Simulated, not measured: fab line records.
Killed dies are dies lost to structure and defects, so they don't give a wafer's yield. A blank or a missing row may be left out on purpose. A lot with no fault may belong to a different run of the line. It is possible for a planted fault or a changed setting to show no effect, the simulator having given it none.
The tool behind it: which one? ; flow rit-cmos ; 7 lots with 21 wafers sampled at 2 steps, on a route of 202 steps

## WHAT THE GAUGES SHOWED, per wafer
RIT_M1_RS_MEAS_01: measures by four-point-probe.
lot;measured;on;M1_AL_RS (ohm/sq)
L212;day 3 12:32;film-metro-03;0.0728 0.0725 0.0727
L214;day 3 22:14;film-metro-04;0.0740 0.0741 0.0739
L216;day 4 07:32;film-metro-02;0.0738 0.0735 0.0735
L218;day 4 15:50;film-metro-03;0.0745 0.0740 0.0740
L222;day 5 12:20;film-metro-04;0.0818 0.0735 0.0740
L230;day 7 08:53;film-metro-03;0.0732 0.0731 0.0727
L234;day 8 00:49;film-metro-03;0.0733 0.0737 0.0735

## WHICH TOOL RAN EACH LOT (tool, then ch and the chambers of the sampled wafers, then the start)
lot;RIT_M1_SPUTTER_00
L212;pvd-sputter-03, day 3 12:12
L214;pvd-sputter-03, day 3 21:57
L216;pvd-sputter-02, day 4 07:12
L218;pvd-sputter-02, day 4 15:31
L222;pvd-sputter-02, day 5 12:02
L230;pvd-sputter-04, day 7 08:34
L234;pvd-sputter-04, day 8 00:28
- RIT_M1_SPUTTER_00: material Al, target thk 400 nm, time 500 s.

## THE ANSWER, worked out from the rows above alone
Rule: what is usual is taken from the lots themselves. Put in order of their means at a reading, lots are off if they are a third of the lots or fewer, leave a main group of 4 or more, and stand apart from it by a gap of 3 or more times the standard deviation of the main group's means; of several such gaps the widest counts. Not used: any main group whose means are identical at the precision the tables above print for the reading. A lot without any number at a reading at which 4 lots or more have one is off too. The other lots that the step has rows for count as sound.
Off: L222, at RIT_M1_RS_MEAS_01 (M1_AL_RS). The main group: mean 0.0735 ohm/sq, standard deviation 0.00052.
If a tool, at a process step before that reading, ran all the lots that are off and no sound lot after the first of them, it fits. Those tools and the gauges at RIT_M1_RS_MEAS_01 are tried in the same way. Can't be told from this: 2 tools fit, pvd-sputter-02 at RIT_M1_SPUTTER_00, film-metro-04 at RIT_M1_RS_MEAS_01.

## WHAT THE SIMULATOR PUT IN
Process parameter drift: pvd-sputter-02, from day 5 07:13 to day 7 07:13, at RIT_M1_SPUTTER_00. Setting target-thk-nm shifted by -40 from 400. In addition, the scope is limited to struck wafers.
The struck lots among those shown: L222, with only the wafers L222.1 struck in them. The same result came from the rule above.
